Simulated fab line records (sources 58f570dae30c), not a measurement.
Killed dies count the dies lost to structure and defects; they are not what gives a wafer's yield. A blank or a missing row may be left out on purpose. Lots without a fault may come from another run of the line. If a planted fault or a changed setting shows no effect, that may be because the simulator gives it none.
Which of the tools did it? / flow berkeley cmos170 / 39 wafers from 13 lots sampled at 6 of the route's 331 steps

== WHAT THE GAUGES READ, wafer by wafer ==
UCB170_V1_CD_MEAS_90: target cd 700 nm.
lot=L361; measured=day 8 20:22; on=cd sem-02; cd nm (nm)=699.6 700.9 700.4
lot=L362; measured=day 8 20:53; on=cd sem-01; cd nm (nm)=700.4 700.5 698.7
lot=L364; measured=day 9 18:53; on=cd sem-01; cd nm (nm)=700.1 698.3 699.5
lot=L363; measured=day 9 20:19; on=cd sem-01; cd nm (nm)=701.7 701.5 700.6
lot=L365; measured=day 10 12:20; on=cd sem-01; cd nm (nm)=699.8 700.6 697.9
lot=L367; measured=day 11 04:01; on=cd sem-01; cd nm (nm)=- - -
lot=L369; measured=day 11 05:10; on=cd sem-01; cd nm (nm)=- - -
lot=L378; measured=day 13 06:18; on=cd sem-02; cd nm (nm)=699.1 698.8 696.9
lot=L379; measured=day 13 11:14; on=cd sem-01; cd nm (nm)=698.4 697.2 697.5
lot=L380; measured=day 13 13:21; on=cd sem-01; cd nm (nm)=700.0 701.7 700.8
lot=L383; measured=day 13 23:53; on=cd sem-02; cd nm (nm)=698.3 699.1 697.1
lot=L381; measured=day 14 01:01; on=cd sem-02; cd nm (nm)=701.3 698.8 699.3
lot=L382; measured=day 14 00:50; on=cd sem-01; cd nm (nm)=700.9 699.4 700.4

== WHICH TOOL RAN EACH LOT (tool, then ch and the chambers of the sampled wafers, then the start) ==
lot=L361; UCB170_CONTACT_SOFTBAKE_05=litho track-04 ch 0, day 8 11:43; UCB170_CONTACT_ETCH_17=rie diel-03 ch 0,1,3, day 8 13:29; UCB170_M1_ETCH_11=rie diel-03 ch 0,2,3, day 8 15:25; UCB170_V1_ETCH_14=rie diel-02 ch 0,2,3, day 8 20:05; UCB170_V1_STRIP_15=plasma asher-01 ch 0,1, day 8 20:16
lot=L362; UCB170_CONTACT_SOFTBAKE_05=litho track-03 ch 0, day 8 12:10; UCB170_CONTACT_ETCH_17=rie diel-02 ch 0,1,3, day 8 13:59; UCB170_M1_ETCH_11=rie diel-01 ch 0,1,2, day 8 15:47; UCB170_V1_ETCH_14=rie diel-03 ch 1,2,3, day 8 20:37; UCB170_V1_STRIP_15=plasma asher-01 ch 0,1, day 8 20:47
lot=L364; UCB170_CONTACT_SOFTBAKE_05=litho track-03 ch 0, day 9 11:20; UCB170_CONTACT_ETCH_17=rie diel-04 ch 1,2,3, day 9 12:53; UCB170_M1_ETCH_11=rie diel-03 ch 0,1, day 9 14:49; UCB170_V1_ETCH_14=rie diel-01 ch 1,3, day 9 18:35; UCB170_V1_STRIP_15=plasma asher-01 ch 0,1, day 9 18:46
lot=L363; UCB170_CONTACT_SOFTBAKE_05=litho track-02 ch 0, day 9 11:25; UCB170_CONTACT_ETCH_17=rie diel-03 ch 1,3, day 9 13:08; UCB170_M1_ETCH_11=rie diel-01 ch 0,1, day 9 15:09; UCB170_V1_ETCH_14=rie diel-03 ch 1,2, day 9 20:01; UCB170_V1_STRIP_15=plasma asher-01 ch 0, day 9 20:11
lot=L365; UCB170_CONTACT_SOFTBAKE_05=litho track-02 ch 0, day 10 03:47; UCB170_CONTACT_ETCH_17=rie diel-02 ch 1,2, day 10 05:20; UCB170_M1_ETCH_11=rie diel-01 ch 0,2, day 10 07:15; UCB170_V1_ETCH_14=rie diel-03 ch 1,2,3, day 10 12:02; UCB170_V1_STRIP_15=plasma asher-02 ch 0,1, day 10 12:13
lot=L367; UCB170_CONTACT_SOFTBAKE_05=litho track-04 ch 0, day 10 20:07; UCB170_CONTACT_ETCH_17=rie diel-03 ch 1,2,3, day 10 21:43; UCB170_M1_ETCH_11=rie diel-03 ch 0,2,3, day 10 23:38; UCB170_V1_ETCH_14=rie diel-03 ch 0,1,3, day 11 03:43; UCB170_V1_STRIP_15=plasma asher-01 ch 0,1, day 11 03:54
lot=L369; UCB170_CONTACT_SOFTBAKE_05=litho track-03 ch 0, day 10 20:34; UCB170_CONTACT_ETCH_17=rie diel-04 ch 0,2, day 10 22:16; UCB170_M1_ETCH_11=rie diel-01 ch 0,2,3, day 11 00:12; UCB170_V1_ETCH_14=rie diel-01 ch 2,3, day 11 04:51; UCB170_V1_STRIP_15=plasma asher-03 ch 0,1, day 11 05:04
lot=L378; UCB170_CONTACT_SOFTBAKE_05=litho track-02 ch 0, day 12 21:34; UCB170_CONTACT_ETCH_17=rie diel-02 ch 0,2,3, day 12 23:32; UCB170_M1_ETCH_11=rie diel-01 ch 1,2,3, day 13 01:30; UCB170_V1_ETCH_14=rie diel-03 ch 0,1,3, day 13 05:59; UCB170_V1_STRIP_15=plasma asher-02 ch 0,1, day 13 06:10
lot=L379; UCB170_CONTACT_SOFTBAKE_05=litho track-04 ch 0, day 13 02:25; UCB170_CONTACT_ETCH_17=rie diel-03 ch 1,2, day 13 04:02; UCB170_M1_ETCH_11=rie diel-04 ch 0,1,2, day 13 06:46; UCB170_V1_ETCH_14=rie diel-03 ch 0,2, day 13 10:57; UCB170_V1_STRIP_15=plasma asher-03 ch 0,1, day 13 11:08
lot=L380; UCB170_CONTACT_SOFTBAKE_05=litho track-02 ch 0, day 13 03:03; UCB170_CONTACT_ETCH_17=rie diel-04 ch 0,3, day 13 04:35; UCB170_M1_ETCH_11=rie diel-03 ch 1,2, day 13 07:14; UCB170_V1_ETCH_14=rie diel-02 ch 1,2, day 13 13:03; UCB170_V1_STRIP_15=plasma asher-02 ch 0,1, day 13 13:14
lot=L383; UCB170_CONTACT_SOFTBAKE_05=litho track-04 ch 0, day 13 13:44; UCB170_CONTACT_ETCH_17=rie diel-03 ch 0,1,3, day 13 16:11; UCB170_M1_ETCH_11=rie diel-03 ch 1,2,3, day 13 18:41; UCB170_V1_ETCH_14=rie diel-02 ch 0,1,2, day 13 23:36; UCB170_V1_STRIP_15=plasma asher-03 ch 0,1, day 13 23:47
lot=L381; UCB170_CONTACT_SOFTBAKE_05=litho track-02 ch 0, day 13 14:14; UCB170_CONTACT_ETCH_17=rie diel-03 ch 0,1,2, day 13 16:52; UCB170_M1_ETCH_11=rie diel-01 ch 1,2,3, day 13 19:53; UCB170_V1_ETCH_14=rie diel-02 ch 0,1, day 14 00:44; UCB170_V1_STRIP_15=plasma asher-03 ch 0,1, day 14 00:55
lot=L382; UCB170_CONTACT_SOFTBAKE_05=litho track-04 ch 0, day 13 14:16; UCB170_CONTACT_ETCH_17=rie diel-02 ch 2,3, day 13 16:26; UCB170_M1_ETCH_11=rie diel-01 ch 0,1,2, day 13 19:02; UCB170_V1_ETCH_14=rie diel-03 ch 1,2, day 14 00:29; UCB170_V1_STRIP_15=plasma asher-01 ch 0,1, day 14 00:42
- UCB170_CONTACT_SOFTBAKE_05: time 61.76 s.
- UCB170_CONTACT_ETCH_17: etches BARC in N2/H2.
- UCB170_M1_ETCH_11: etches BARC in N2/H2.
- UCB170_V1_ETCH_14: etches SiO2 in CHF3/CF4/Ar, stops on Al, target depth 1250 nm, time 291 s.
- UCB170_V1_STRIP_15: strips in O2.

== WHAT THE TOOLS THEMSELVES READ (means of the sampled wafers that have a number; where no wafer has one, the mark that the record gives instead) ==
UCB170_CONTACT_SOFTBAKE_05.
lot=L361; tool=litho track-04; plate sensor t centre C (C)=131.41; plate sensor t edge C (C)=131.54; resist line temp C (C)=22.93
lot=L362; tool=litho track-03; plate sensor t centre C (C)=131.41; plate sensor t edge C (C)=131.53; resist line temp C (C)=23.01
lot=L364; tool=litho track-03; plate sensor t centre C (C)=131.40; plate sensor t edge C (C)=131.53; resist line temp C (C)=23.03
lot=L363; tool=litho track-02; plate sensor t centre C (C)=131.41; plate sensor t edge C (C)=131.53; resist line temp C (C)=23.08
lot=L365; tool=litho track-02; plate sensor t centre C (C)=131.40; plate sensor t edge C (C)=131.52; resist line temp C (C)=23.00
lot=L367; tool=litho track-04; plate sensor t centre C (C)=131.42; plate sensor t edge C (C)=131.54; resist line temp C (C)=23.06
lot=L369; tool=litho track-03; plate sensor t centre C (C)=131.41; plate sensor t edge C (C)=131.53; resist line temp C (C)=23.00
lot=L378; tool=litho track-02; plate sensor t centre C (C)=131.42; plate sensor t edge C (C)=131.53; resist line temp C (C)=23.05
lot=L379; tool=litho track-04; plate sensor t centre C (C)=131.41; plate sensor t edge C (C)=131.52; resist line temp C (C)=22.89
lot=L380; tool=litho track-02; plate sensor t centre C (C)=131.42; plate sensor t edge C (C)=131.52; resist line temp C (C)=23.06
lot=L383; tool=litho track-04; plate sensor t centre C (C)=131.41; plate sensor t edge C (C)=131.52; resist line temp C (C)=23.00
lot=L381; tool=litho track-02; plate sensor t centre C (C)=131.41; plate sensor t edge C (C)=131.53; resist line temp C (C)=23.09
lot=L382; tool=litho track-04; plate sensor t centre C (C)=131.41; plate sensor t edge C (C)=131.53; resist line temp C (C)=23.05

UCB170_CONTACT_ETCH_17.
lot=L361; tool=rie diel-03; bias w (W)=100.0; chamber pressure mTorr (mTorr)=30.006; drypump motor current A (A)=5.4; h2 flow sccm (sccm)=199.9; oes product au (a.u.)=0.980; throttle valve pct (%)=13.39
lot=L362; tool=rie diel-02; bias w (W)=100.1; chamber pressure mTorr (mTorr)=30.017; drypump motor current A (A)=5.4; h2 flow sccm (sccm)=199.8; oes product au (a.u.)=0.999; throttle valve pct (%)=13.21
lot=L364; tool=rie diel-04; bias w (W)=100.1; chamber pressure mTorr (mTorr)=30.006; drypump motor current A (A)=5.8; h2 flow sccm (sccm)=200.0; oes product au (a.u.)=1.001; throttle valve pct (%)=13.23
lot=L363; tool=rie diel-03; bias w (W)=99.9; chamber pressure mTorr (mTorr)=29.986; drypump motor current A (A)=5.5; h2 flow sccm (sccm)=200.2; oes product au (a.u.)=0.989; throttle valve pct (%)=13.38
lot=L365; tool=rie diel-02; bias w (W)=100.3; chamber pressure mTorr (mTorr)=30.017; drypump motor current A (A)=5.5; h2 flow sccm (sccm)=199.0; oes product au (a.u.)=1.008; throttle valve pct (%)=13.05
lot=L367; tool=rie diel-03; bias w (W)=100.3; chamber pressure mTorr (mTorr)=30.007; drypump motor current A (A)=5.7; h2 flow sccm (sccm)=200.0; oes product au (a.u.)=0.990; throttle valve pct (%)=13.27
lot=L369; tool=rie diel-04; bias w (W)=99.7; chamber pressure mTorr (mTorr)=30.006; drypump motor current A (A)=6.0; h2 flow sccm (sccm)=199.8; oes product au (a.u.)=0.994; throttle valve pct (%)=13.41
lot=L378; tool=rie diel-02; bias w (W)=99.8; chamber pressure mTorr (mTorr)=29.992; drypump motor current A (A)=5.4; h2 flow sccm (sccm)=199.8; oes product au (a.u.)=1.011; throttle valve pct (%)=13.23
lot=L379; tool=rie diel-03; bias w (W)=100.0; chamber pressure mTorr (mTorr)=30.003; drypump motor current A (A)=6.0; h2 flow sccm (sccm)=199.8; oes product au (a.u.)=1.011; throttle valve pct (%)=13.32
lot=L380; tool=rie diel-04; bias w (W)=100.0; chamber pressure mTorr (mTorr)=30.017; drypump motor current A (A)=5.6; h2 flow sccm (sccm)=199.8; oes product au (a.u.)=1.005; throttle valve pct (%)=13.31
lot=L383; tool=rie diel-03; bias w (W)=99.6; chamber pressure mTorr (mTorr)=30.024; drypump motor current A (A)=5.3; h2 flow sccm (sccm)=200.0; oes product au (a.u.)=0.972; throttle valve pct (%)=13.38
lot=L381; tool=rie diel-03; bias w (W)=99.9; chamber pressure mTorr (mTorr)=30.021; drypump motor current A (A)=5.7; h2 flow sccm (sccm)=199.8; oes product au (a.u.)=0.992; throttle valve pct (%)=13.43
lot=L382; tool=rie diel-02; bias w (W)=100.5; chamber pressure mTorr (mTorr)=29.991; drypump motor current A (A)=5.5; h2 flow sccm (sccm)=200.1; oes product au (a.u.)=1.010; throttle valve pct (%)=13.24

UCB170_M1_ETCH_11.
lot=L361; tool=rie diel-03; bias w (W)=100.10; chamber pressure mTorr (mTorr)=30.004; drypump motor current A (A)=5.6; h2 flow sccm (sccm)=200.4; oes product au (a.u.)=0.994; throttle valve pct (%)=13.28
lot=L362; tool=rie diel-01; bias w (W)=99.85; chamber pressure mTorr (mTorr)=30.004; drypump motor current A (A)=5.4; h2 flow sccm (sccm)=200.6; oes product au (a.u.)=1.022; throttle valve pct (%)=13.19
lot=L364; tool=rie diel-03; bias w (W)=100.30; chamber pressure mTorr (mTorr)=30.031; drypump motor current A (A)=5.5; h2 flow sccm (sccm)=200.3; oes product au (a.u.)=0.974; throttle valve pct (%)=13.55
lot=L363; tool=rie diel-01; bias w (W)=99.76; chamber pressure mTorr (mTorr)=30.005; drypump motor current A (A)=5.3; h2 flow sccm (sccm)=199.2; oes product au (a.u.)=1.000; throttle valve pct (%)=13.41
lot=L365; tool=rie diel-01; bias w (W)=99.97; chamber pressure mTorr (mTorr)=30.017; drypump motor current A (A)=5.1; h2 flow sccm (sccm)=200.5; oes product au (a.u.)=1.019; throttle valve pct (%)=13.30
lot=L367; tool=rie diel-03; bias w (W)=100.12; chamber pressure mTorr (mTorr)=30.022; drypump motor current A (A)=5.6; h2 flow sccm (sccm)=199.1; oes product au (a.u.)=0.993; throttle valve pct (%)=13.27
lot=L369; tool=rie diel-01; bias w (W)=100.27; chamber pressure mTorr (mTorr)=29.997; drypump motor current A (A)=5.5; h2 flow sccm (sccm)=200.2; oes product au (a.u.)=1.025; throttle valve pct (%)=13.17
lot=L378; tool=rie diel-01; bias w (W)=100.04; chamber pressure mTorr (mTorr)=29.980; drypump motor current A (A)=5.8; h2 flow sccm (sccm)=200.6; oes product au (a.u.)=1.019; throttle valve pct (%)=13.07
lot=L379; tool=rie diel-04; bias w (W)=100.00; chamber pressure mTorr (mTorr)=30.012; drypump motor current A (A)=5.9; h2 flow sccm (sccm)=199.7; oes product au (a.u.)=0.986; throttle valve pct (%)=13.18
lot=L380; tool=rie diel-03; bias w (W)=99.96; chamber pressure mTorr (mTorr)=30.022; drypump motor current A (A)=6.0; h2 flow sccm (sccm)=200.3; oes product au (a.u.)=1.008; throttle valve pct (%)=13.34
lot=L383; tool=rie diel-03; bias w (W)=100.02; chamber pressure mTorr (mTorr)=29.998; drypump motor current A (A)=5.7; h2 flow sccm (sccm)=199.7; oes product au (a.u.)=0.998; throttle valve pct (%)=13.28
lot=L381; tool=rie diel-01; bias w (W)=99.99; chamber pressure mTorr (mTorr)=30.006; drypump motor current A (A)=5.8; h2 flow sccm (sccm)=200.1; oes product au (a.u.)=1.025; throttle valve pct (%)=13.08
lot=L382; tool=rie diel-01; bias w (W)=99.75; chamber pressure mTorr (mTorr)=30.008; drypump motor current A (A)=5.4; h2 flow sccm (sccm)=200.2; oes product au (a.u.)=1.021; throttle valve pct (%)=13.20

UCB170_V1_ETCH_14.
lot=L361; tool=rie diel-02; CHF3_flow_sccm (sccm)=44.93; cf4 flow sccm (sccm)=14.97; drypump motor current A (A)=5.5; mfc ar sccm (sccm)=150.0; oes product au (a.u.)=0.881; throttle valve pct (%)=6.94
lot=L362; tool=rie diel-03; CHF3_flow_sccm (sccm)=45.00; cf4 flow sccm (sccm)=15.03; drypump motor current A (A)=5.7; mfc ar sccm (sccm)=149.7; oes product au (a.u.)=0.865; throttle valve pct (%)=6.89
lot=L364; tool=rie diel-01; CHF3_flow_sccm (sccm)=45.06; cf4 flow sccm (sccm)=15.01; drypump motor current A (A)=6.1; mfc ar sccm (sccm)=150.7; oes product au (a.u.)=0.885; throttle valve pct (%)=6.83
lot=L363; tool=rie diel-03; CHF3_flow_sccm (sccm)=44.90; cf4 flow sccm (sccm)=15.00; drypump motor current A (A)=6.1; mfc ar sccm (sccm)=150.1; oes product au (a.u.)=0.874; throttle valve pct (%)=6.88
lot=L365; tool=rie diel-03; CHF3_flow_sccm (sccm)=44.91; cf4 flow sccm (sccm)=14.98; drypump motor current A (A)=5.7; mfc ar sccm (sccm)=150.4; oes product au (a.u.)=0.866; throttle valve pct (%)=6.88
lot=L367; tool=rie diel-03; CHF3_flow_sccm (sccm)=-; cf4 flow sccm (sccm)=-; drypump motor current A (A)=-; mfc ar sccm (sccm)=-; oes product au (a.u.)=-; throttle valve pct (%)=-
lot=L369; tool=rie diel-01; CHF3_flow_sccm (sccm)=-; cf4 flow sccm (sccm)=-; drypump motor current A (A)=-; mfc ar sccm (sccm)=-; oes product au (a.u.)=-; throttle valve pct (%)=-
lot=L378; tool=rie diel-03; CHF3_flow_sccm (sccm)=45.02; cf4 flow sccm (sccm)=15.02; drypump motor current A (A)=5.4; mfc ar sccm (sccm)=149.6; oes product au (a.u.)=0.862; throttle valve pct (%)=6.98
lot=L379; tool=rie diel-03; CHF3_flow_sccm (sccm)=44.97; cf4 flow sccm (sccm)=14.98; drypump motor current A (A)=5.6; mfc ar sccm (sccm)=149.6; oes product au (a.u.)=0.865; throttle valve pct (%)=6.99
lot=L380; tool=rie diel-02; CHF3_flow_sccm (sccm)=44.88; cf4 flow sccm (sccm)=15.04; drypump motor current A (A)=5.5; mfc ar sccm (sccm)=150.0; oes product au (a.u.)=0.868; throttle valve pct (%)=6.86
lot=L383; tool=rie diel-02; CHF3_flow_sccm (sccm)=45.04; cf4 flow sccm (sccm)=14.97; drypump motor current A (A)=5.5; mfc ar sccm (sccm)=150.4; oes product au (a.u.)=0.874; throttle valve pct (%)=6.88
lot=L381; tool=rie diel-02; CHF3_flow_sccm (sccm)=44.86; cf4 flow sccm (sccm)=15.01; drypump motor current A (A)=5.5; mfc ar sccm (sccm)=149.7; oes product au (a.u.)=0.876; throttle valve pct (%)=6.92
lot=L382; tool=rie diel-03; CHF3_flow_sccm (sccm)=45.06; cf4 flow sccm (sccm)=15.01; drypump motor current A (A)=6.0; mfc ar sccm (sccm)=149.9; oes product au (a.u.)=0.876; throttle valve pct (%)=6.87

UCB170_V1_STRIP_15.
lot=L361; tool=plasma asher-01; drypump motor current A (A)=5.4; oes product au (a.u.)=0.726; strip time to endpoint s (s)=15.39
lot=L362; tool=plasma asher-01; drypump motor current A (A)=5.4; oes product au (a.u.)=0.723; strip time to endpoint s (s)=15.26
lot=L364; tool=plasma asher-01; drypump motor current A (A)=5.8; oes product au (a.u.)=0.720; strip time to endpoint s (s)=15.20
lot=L363; tool=plasma asher-01; drypump motor current A (A)=5.0; oes product au (a.u.)=0.721; strip time to endpoint s (s)=15.34
lot=L365; tool=plasma asher-02; drypump motor current A (A)=5.2; oes product au (a.u.)=0.725; strip time to endpoint s (s)=15.37
lot=L367; tool=plasma asher-01; drypump motor current A (A)=5.3; oes product au (a.u.)=0.735; strip time to endpoint s (s)=21.58
lot=L369; tool=plasma asher-03; drypump motor current A (A)=6.4; oes product au (a.u.)=0.732; strip time to endpoint s (s)=21.68
lot=L378; tool=plasma asher-02; drypump motor current A (A)=5.0; oes product au (a.u.)=0.721; strip time to endpoint s (s)=15.43
lot=L379; tool=plasma asher-03; drypump motor current A (A)=6.4; oes product au (a.u.)=0.720; strip time to endpoint s (s)=15.47
lot=L380; tool=plasma asher-02; drypump motor current A (A)=5.2; oes product au (a.u.)=0.723; strip time to endpoint s (s)=15.47
lot=L383; tool=plasma asher-03; drypump motor current A (A)=6.4; oes product au (a.u.)=0.722; strip time to endpoint s (s)=15.43
lot=L381; tool=plasma asher-03; drypump motor current A (A)=6.4; oes product au (a.u.)=0.721; strip time to endpoint s (s)=15.45
lot=L382; tool=plasma asher-01; drypump motor current A (A)=5.8; oes product au (a.u.)=0.720; strip time to endpoint s (s)=15.49

== THE ANSWER, worked out from the rows above alone ==
Rule: what is usual is taken from the lots themselves. Put in order of their means at a reading, lots are off if they are a third of the lots or fewer, leave a main group of 4 or more, and stand apart from it by a gap of 3 or more times the standard deviation of the main group's means; of several such gaps the widest counts. A main group whose means are all the same, to the digits that the tables above print for the reading, isn't used. A lot without any number at a reading at which 4 lots or more have one is off too. The other lots that the step has rows for count as sound. Order of review: gauges by route order, followed by the tools' own readings, for which a lot's mean as printed above is used. The first step at which some lot is off is used, and at that step the reading that is off furthest; a lot without a number counts as furthest.
Off: L367, L369, at UCB170_V1_CD_MEAS_90 (cd nm). Without a number there: L367, L369. The main group: mean 699.6 nm, standard deviation 1.1.
A tool fits if, at a process step before that reading, it ran every lot that is off, and no sound lot after the first of them. Not tried: the gauges at UCB170_V1_CD_MEAS_90; whatever is off there is also off at UCB170_V1_ETCH_14, on other tools, and gauge error can't account for it. No candidate that was tried fits.

== WHAT HAD BEEN PUT IN BY THE SIMULATOR ==
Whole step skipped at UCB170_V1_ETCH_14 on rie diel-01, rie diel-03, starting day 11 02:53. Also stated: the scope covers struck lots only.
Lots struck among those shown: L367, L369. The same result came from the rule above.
